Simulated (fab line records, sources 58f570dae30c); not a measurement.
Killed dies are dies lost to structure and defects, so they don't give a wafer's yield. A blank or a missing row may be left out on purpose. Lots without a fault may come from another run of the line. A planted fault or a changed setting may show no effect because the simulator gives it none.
Split-lot experiment | flow berkeley_cmos170 | 5 lots, 23 wafers read, on a route of 331 steps

THE SPLIT
At UCB170_NSD_PEB_04, the setting peb_temp_c was moved away from the recipe's 130 C on 8 of the 23 wafers read, by -1.8% to +1.8%. The other wafers ran this setting at the recipe's value.

FROM THE SPLIT TO THE READING: what the file shows between them, 1 step
- UCB170_NSD_DEVELOP_05: develop time 45 s

THE READING
cd_nm, in nm, at UCB170_NSD_CD_MEAS_06 (target cd 1200 nm). Fault-free wafers of this fab line usually give 1200.5 nm, standard deviation 0.93 nm.

wafer  | tool, chamber at the split | peb_temp_c as run, C | against the recipe | cd_nm, nm | against lot-mates on the recipe
L074.2 | litho_track-04, 0          | 130                  | recipe             | 1200.8    | -
L074.3 | litho_track-04, 0          | 132.3                | +1.8%              | 1215.2    | +14.4
L074.4 | litho_track-04, 0          | 130                  | recipe             | 1200.6    | -
L074.5 | litho_track-04, 0          | 130                  | recipe             | 1201.0    | -
L074.6 | litho_track-04, 0          | 132.3                | +1.8%              | 1214.1    | +13.3
L079.1 | litho_track-02, 0          | 130                  | recipe             | 1201.4    | -
L079.2 | litho_track-02, 0          | 131.4                | +1.1%              | 1208.8    | +7.6
L079.3 | litho_track-02, 0          | 130                  | recipe             | 1200.9    | -
L079.5 | litho_track-02, 0          | 131.4                | +1.1%              | 1210.3    | +9.1
L079.6 | litho_track-02, 0          | 131.4                | +1.1%              | 1208.4    | +7.2
L080.1 | litho_track-03, 0          | 130                  | recipe             | 1200.1    | -
L080.5 | litho_track-03, 0          | 130                  | recipe             | 1200.3    | -
L080.6 | litho_track-03, 0          | 130                  | recipe             | 1198.8    | -
L082.1 | litho_track-04, 0          | 127.7                | -1.8%              | 1184.7    | -16.0
L082.2 | litho_track-04, 0          | 127.7                | -1.8%              | 1184.4    | -16.3
L082.3 | litho_track-04, 0          | 130                  | recipe             | 1200.1    | -
L082.5 | litho_track-04, 0          | 127.7                | -1.8%              | 1184.0    | -16.7
L082.6 | litho_track-04, 0          | 130                  | recipe             | 1201.3    | -
L084.1 | litho_track-02, 0          | 130                  | recipe             | 1201.1    | -
L084.2 | litho_track-02, 0          | 130                  | recipe             | 1200.8    | -
L084.3 | litho_track-02, 0          | 130                  | recipe             | 1201.2    | -
L084.4 | litho_track-02, 0          | 130                  | recipe             | 1198.9    | -
L084.6 | litho_track-02, 0          | 130                  | recipe             | 1201.1    | -

THE FIT
A straight line over all 23 wafers: cd_nm changes by +8.58 nm for each +1% of peb_temp_c; r = +0.99; the points scatter about the line by 0.88 nm.
The same after taking each lot's own level away (the mean of its wafers on the recipe; 23 wafers): +8.48 nm for each +1%; r = +0.99; scatter 0.89 nm.
On that fit, the largest move of peb_temp_c shifts the reading by 15 nm.
The lots' own levels span 1199.73 to 1201.15 nm, that is 1.5 times the standard deviation above.
So the lot-to-lot level changes the slope little: the two slopes agree.
Check: with one of the wafers moved furthest among these (+1.8%) left out of the fit, the line predicts +14.6 nm for it against its lot-mates. It came out at +14.4 nm against them.

OTHER SPLITS ON THESE WAFERS
These wafers also went through other splits before the reading. Each is held against what the fit with the lots' levels taken away leaves over:
other split on the same wafers   | wafers away from the commonest value | r with cd_nm (lot level and that fit taken away)
UCB170_PVT_IMPLANT_07 energy_kev | 11                                   | +0.03
UCB170_GATE_PEB_10 peb_temp_c    | 8                                    | +0.06
UCB170_PSD_COAT_01 resist_thk_nm | 6                                    | +0.33
UCB170_PSD_EXPOSE_03 dose_mj     | 5                                    | +0.00

THE FILE'S OWN FIT
cd_nm changes by +8.37 nm for each +1% of peb_temp_c, r = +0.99.
